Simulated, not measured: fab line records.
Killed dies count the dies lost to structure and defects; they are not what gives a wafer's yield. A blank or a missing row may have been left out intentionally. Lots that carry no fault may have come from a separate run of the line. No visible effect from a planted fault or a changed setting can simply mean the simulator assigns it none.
fab line records / flow ritCmos
record lots=14 wafers=42 lastDay=7
route steps=202 shown CONTACT@168
lots that met no fault: taken from a fault-free run of the same line
startH: start of the lot's first displayed wafer, in hours after the record's first day / waitH: time in hours since the lot's previous step / " unchanged from the row above / L1.1+2: several wafers, shown together as one row / - either no value or no given start / * or withheld: withheld / < > ~ a bound
route shown NAME@n: names a module that has steps shown in the file, with the first one's number in the route / usual: mean/standard deviation of fault-free wafers / same: alike in all rows / chamber/n: place in a boat / sites: the reading at each site / _std_site: how widely they spread, as a standard deviation / _edge_site: the outer-site mean with the inner-site mean subtracted / radiusMm: how far each site lies from the wafer's centre / mask NAME#n: copy n / behind: tool/chamber where the wafer was last shaped / hold: reason for holding the lot/hours on hold/outcome of the hold / device: the transistor (n, p or np) that didn't switch / end of line: the same wafers' tests at the end of the route / a step without rows: its recipe alone / killed: not the wafer's yield, but the dies lost to structure and defects at the first sort / map: a wafer's dies, x killed, . not, _ none there
set.NAME: the setting the step ran with; set.NAME@STEP: the setting that earlier step ran with / model.NAME: the simulator's own value behind a step, which no gauge read
one table for each step of the route and one row for each wafer, over a sample of lots
services: when a tool's chamber went out of use (startH, in hours from the record's first day, below 0 if earlier), for how many hours, and the reason
## steps
# step RIT_CONTACT_CVD_00
# recipe material=SiO2 targetThkNm=400 precursor=TEOS tempC=390 timeS=61 rfW=388.2
# usual heaterPowerW=331/44
lot.wafer=L633.1 tool=pecvd-02 chamber=1 startH=50.71 waitH=0.1 heaterPowerW=317
lot.wafer=L633.2 tool=pecvd-02 chamber=2 startH=50.71 waitH=0.1 heaterPowerW=340
lot.wafer=L633.5 tool=pecvd-02 chamber=1 startH=50.71 waitH=0.1 heaterPowerW=312
lot.wafer=L634.2 tool=pecvd-04 chamber=1 startH=56.85 waitH=0.0 heaterPowerW=314
lot.wafer=L634.5 tool=pecvd-04 chamber=1 startH=56.85 waitH=0.0 heaterPowerW=326
lot.wafer=L634.6 tool=pecvd-04 chamber=2 startH=56.85 waitH=0.0 heaterPowerW=265
lot.wafer=L636.1 tool=pecvd-02 chamber=2 startH=67.07 waitH=0.1 heaterPowerW=366
lot.wafer=L636.5 tool=pecvd-02 chamber=2 startH=67.07 waitH=0.1 heaterPowerW=375
lot.wafer=L636.6 tool=pecvd-02 chamber=0 startH=67.07 waitH=0.1 heaterPowerW=424
lot.wafer=L637.2 tool=pecvd-04 chamber=1 startH=71.34 waitH=0.1 heaterPowerW=300
lot.wafer=L637.5 tool=pecvd-04 chamber=2 startH=71.34 waitH=0.1 heaterPowerW=266
lot.wafer=L637.6 tool=pecvd-04 chamber=0 startH=71.34 waitH=0.1 heaterPowerW=346
lot.wafer=L639.3 tool=pecvd-02 chamber=1 startH=82.54 waitH=0.0 heaterPowerW=325
lot.wafer=L639.4 tool=pecvd-02 chamber=1 startH=82.54 waitH=0.0 heaterPowerW=337
lot.wafer=L639.6 tool=pecvd-02 chamber=0 startH=82.54 waitH=0.0 heaterPowerW=426
lot.wafer=L640.1 tool=pecvd-04 chamber=2 startH=91.22 waitH=0.1 heaterPowerW=306
lot.wafer=L640.2 tool=pecvd-04 chamber=0 startH=91.22 waitH=0.1 heaterPowerW=383
lot.wafer=L640.5 tool=pecvd-04 chamber=0 startH=91.22 waitH=0.1 heaterPowerW=368
lot.wafer=L645.1 tool=pecvd-02 chamber=0 startH=114.99 waitH=0.1 heaterPowerW=371
lot.wafer=L645.2 tool=pecvd-02 chamber=2 startH=114.99 waitH=0.1 heaterPowerW=379
lot.wafer=L645.4 tool=pecvd-02 chamber=2 startH=114.99 waitH=0.1 heaterPowerW=392
lot.wafer=L646.2 tool=pecvd-04 chamber=1 startH=121.47 waitH=0.0 heaterPowerW=346
lot.wafer=L646.3 tool=pecvd-04 chamber=2 startH=121.47 waitH=0.0 heaterPowerW=227
lot.wafer=L646.5 tool=pecvd-04 chamber=1 startH=121.47 waitH=0.0 heaterPowerW=352
lot.wafer=L646.2 tool=pecvd-04 chamber=1 startH=121.69 waitH=0.2 heaterPowerW=349
lot.wafer=L646.3 tool=pecvd-04 chamber=2 startH=121.69 waitH=0.2 heaterPowerW=236
lot.wafer=L646.5 tool=pecvd-04 chamber=1 startH=121.69 waitH=0.2 heaterPowerW=378
lot.wafer=L648.1 tool=pecvd-02 chamber=0 startH=128.18 waitH=0.1 heaterPowerW=331
lot.wafer=L648.2 tool=pecvd-02 chamber=2 startH=128.18 waitH=0.1 heaterPowerW=303
lot.wafer=L648.3 tool=pecvd-02 chamber=1 startH=128.18 waitH=0.1 heaterPowerW=313
lot.wafer=L648.1 tool=pecvd-02 chamber=0 startH=128.40 waitH=0.2 heaterPowerW=343
lot.wafer=L648.2 tool=pecvd-02 chamber=2 startH=128.40 waitH=0.2 heaterPowerW=316
lot.wafer=L648.3 tool=pecvd-02 chamber=1 startH=128.40 waitH=0.2 heaterPowerW=301
lot.wafer=L650.2 tool=pecvd-01 chamber=1 startH=139.83 waitH=0.0 heaterPowerW=318
lot.wafer=L650.3 tool=pecvd-01 chamber=2 startH=139.83 waitH=0.0 heaterPowerW=349
lot.wafer=L650.5 tool=pecvd-01 chamber=2 startH=139.83 waitH=0.0 heaterPowerW=368
lot.wafer=L651.1 tool=pecvd-02 chamber=0 startH=145.73 waitH=0.1 heaterPowerW=408
lot.wafer=L651.2 tool=pecvd-02 chamber=1 startH=145.73 waitH=0.1 heaterPowerW=304
lot.wafer=L651.6 tool=pecvd-02 chamber=0 startH=145.73 waitH=0.1 heaterPowerW=408
lot.wafer=L652.1 tool=pecvd-04 chamber=2 startH=148.30 waitH=0.1 heaterPowerW=266
lot.wafer=L652.3 tool=pecvd-04 chamber=0 startH=148.30 waitH=0.1 heaterPowerW=326
lot.wafer=L652.5 tool=pecvd-04 chamber=2 startH=148.30 waitH=0.1 heaterPowerW=279
lot.wafer=L653.1 tool=pecvd-01 chamber=1 startH=155.49 waitH=0.1 heaterPowerW=268
lot.wafer=L653.2 tool=pecvd-01 chamber=2 startH=155.49 waitH=0.1 heaterPowerW=355
lot.wafer=L653.3 tool=pecvd-01 chamber=0 startH=155.49 waitH=0.1 heaterPowerW=374
lot.wafer=L655.2 tool=pecvd-04 chamber=2 startH=161.39 waitH=0.0 heaterPowerW=233
lot.wafer=L655.3 tool=pecvd-04 chamber=0 startH=161.39 waitH=0.0 heaterPowerW=319
lot.wafer=L655.4 tool=pecvd-04 chamber=2 startH=161.39 waitH=0.0 heaterPowerW=252
# step RIT_CONTACT_THK_MEAS_01
# recipe reads=SiO2_of_CONTACT_CVD_00
# usual CONTACT_TEOS_THK=395/7.4
lot.wafer=L633.1 tool=filmMetro-01 chamber=- startH=50.76 waitH=0.0 CONTACT_TEOS_THK[nm]=395
lot.wafer=L633.2 tool=filmMetro-01 chamber=- startH=50.76 waitH=0.0 CONTACT_TEOS_THK[nm]=391
lot.wafer=L633.5 tool=filmMetro-01 chamber=- startH=50.76 waitH=0.0 CONTACT_TEOS_THK[nm]=402
lot.wafer=L634.2 tool=filmMetro-01 chamber=- startH=56.92 waitH=0.0 CONTACT_TEOS_THK[nm]=401
lot.wafer=L634.5 tool=filmMetro-01 chamber=- startH=56.92 waitH=0.0 CONTACT_TEOS_THK[nm]=405
lot.wafer=L634.6 tool=filmMetro-01 chamber=- startH=56.92 waitH=0.0 CONTACT_TEOS_THK[nm]=400
lot.wafer=L636.1 tool=filmMetro-03 chamber=- startH=67.12 waitH=0.0 CONTACT_TEOS_THK[nm]=387
lot.wafer=L636.5 tool=filmMetro-03 chamber=- startH=67.12 waitH=0.0 CONTACT_TEOS_THK[nm]=393
lot.wafer=L636.6 tool=filmMetro-03 chamber=- startH=67.12 waitH=0.0 CONTACT_TEOS_THK[nm]=389
lot.wafer=L637.2 tool=filmMetro-01 chamber=- startH=71.40 waitH=0.0 CONTACT_TEOS_THK[nm]=394
lot.wafer=L637.5 tool=filmMetro-01 chamber=- startH=71.40 waitH=0.0 CONTACT_TEOS_THK[nm]=391
lot.wafer=L637.6 tool=filmMetro-01 chamber=- startH=71.40 waitH=0.0 CONTACT_TEOS_THK[nm]=394
lot.wafer=L639.3 tool=filmMetro-01 chamber=- startH=82.61 waitH=0.0 CONTACT_TEOS_THK[nm]=392
lot.wafer=L639.4 tool=filmMetro-01 chamber=- startH=82.61 waitH=0.0 CONTACT_TEOS_THK[nm]=394
lot.wafer=L639.6 tool=filmMetro-01 chamber=- startH=82.61 waitH=0.0 CONTACT_TEOS_THK[nm]=387
lot.wafer=L640.1 tool=filmMetro-01 chamber=- startH=91.27 waitH=0.0 CONTACT_TEOS_THK[nm]=386
lot.wafer=L640.2 tool=filmMetro-01 chamber=- startH=91.27 waitH=0.0 CONTACT_TEOS_THK[nm]=388
lot.wafer=L640.5 tool=filmMetro-01 chamber=- startH=91.27 waitH=0.0 CONTACT_TEOS_THK[nm]=396
lot.wafer=L645.1 tool=filmMetro-01 chamber=- startH=115.04 waitH=0.0 CONTACT_TEOS_THK[nm]=389
lot.wafer=L645.2 tool=filmMetro-01 chamber=- startH=115.04 waitH=0.0 CONTACT_TEOS_THK[nm]=395
lot.wafer=L645.4 tool=filmMetro-01 chamber=- startH=115.04 waitH=0.0 CONTACT_TEOS_THK[nm]=398
lot.wafer=L646.2 tool=filmMetro-02 chamber=- startH=121.75 waitH=0.0 CONTACT_TEOS_THK[nm]=790
lot.wafer=L646.3 tool=filmMetro-02 chamber=- startH=121.75 waitH=0.0 CONTACT_TEOS_THK[nm]=776
lot.wafer=L646.5 tool=filmMetro-02 chamber=- startH=121.75 waitH=0.0 CONTACT_TEOS_THK[nm]=799
lot.wafer=L648.1 tool=filmMetro-03 chamber=- startH=128.45 waitH=0.0 CONTACT_TEOS_THK[nm]=762
lot.wafer=L648.2 tool=filmMetro-03 chamber=- startH=128.45 waitH=0.0 CONTACT_TEOS_THK[nm]=788
lot.wafer=L648.3 tool=filmMetro-03 chamber=- startH=128.45 waitH=0.0 CONTACT_TEOS_THK[nm]=784
lot.wafer=L650.2 tool=filmMetro-01 chamber=- startH=139.89 waitH=0.0 CONTACT_TEOS_THK[nm]=397
lot.wafer=L650.3 tool=filmMetro-01 chamber=- startH=139.89 waitH=0.0 CONTACT_TEOS_THK[nm]=387
lot.wafer=L650.5 tool=filmMetro-01 chamber=- startH=139.89 waitH=0.0 CONTACT_TEOS_THK[nm]=401
lot.wafer=L651.1 tool=filmMetro-03 chamber=- startH=145.78 waitH=0.0 CONTACT_TEOS_THK[nm]=381
lot.wafer=L651.2 tool=filmMetro-03 chamber=- startH=145.78 waitH=0.0 CONTACT_TEOS_THK[nm]=393
lot.wafer=L651.6 tool=filmMetro-03 chamber=- startH=145.78 waitH=0.0 CONTACT_TEOS_THK[nm]=387
lot.wafer=L652.1 tool=filmMetro-03 chamber=- startH=148.35 waitH=0.0 CONTACT_TEOS_THK[nm]=386
lot.wafer=L652.3 tool=filmMetro-03 chamber=- startH=148.35 waitH=0.0 CONTACT_TEOS_THK[nm]=388
lot.wafer=L652.5 tool=filmMetro-03 chamber=- startH=148.35 waitH=0.0 CONTACT_TEOS_THK[nm]=391
lot.wafer=L653.1 tool=filmMetro-03 chamber=- startH=155.54 waitH=0.0 CONTACT_TEOS_THK[nm]=398
lot.wafer=L653.2 tool=filmMetro-03 chamber=- startH=155.54 waitH=0.0 CONTACT_TEOS_THK[nm]=396
lot.wafer=L653.3 tool=filmMetro-03 chamber=- startH=155.54 waitH=0.0 CONTACT_TEOS_THK[nm]=406
lot.wafer=L655.2 tool=filmMetro-02 chamber=- startH=161.45 waitH=0.0 CONTACT_TEOS_THK[nm]=388
lot.wafer=L655.3 tool=filmMetro-02 chamber=- startH=161.45 waitH=0.0 CONTACT_TEOS_THK[nm]=397
lot.wafer=L655.4 tool=filmMetro-02 chamber=- startH=161.45 waitH=0.0 CONTACT_TEOS_THK[nm]=399
## services
tool=pecvd-01 chamber=- startH=49.97 hours=0.5 kind=repair
tool=pecvd-04 chamber=2 startH=122.61 hours=8.6 kind=repair
## key
firstSign step=RIT_CONTACT_CVD_00 reading=visit direction=added
effect step=RIT_CONTACT_THK_MEAS_01 reading=CONTACT_TEOS_THK direction=up sigmas=52 usual=395 struck=783
metAt RIT_CONTACT_CVD_00
struckLots L646,L648
laterRowsLeftOut L646.2,L646.3,L646.5,L648.1,L648.2,L648.3
sortLeftOut L646.2,L646.3,L646.5,L648.1,L648.2,L648.3
testerLeftOut L646,L648
earlierFault kind=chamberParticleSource tool=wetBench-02 chamber=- onsetH=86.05 steps=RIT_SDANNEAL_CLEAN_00 ratePerVisitCm2=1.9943 endH=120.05
fault kind=repeatedStepWhole tool=pecvd-01,pecvd-02,pecvd-04 chamber=- onsetH=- steps=RIT_CONTACT_CVD_00 times=1 scope=struckLotsOnly
# testerLeftOut: of these lots the tester's yield and bins aren't shown, on N5 and GAA mostly nor the transistor test; their killed dies are dies lost to structure and defects alone, not to doping, threshold or leakage, so they don't give the yield
# sortLeftOut: the simulated sort isn't trusted on such a fault, so these wafers' sort isn't shown, and their yield isn't known
# laterRowsLeftOut: the simulator's readings of these wafers behind a module that went badly wrong aren't trusted and aren't shown, but for the sort
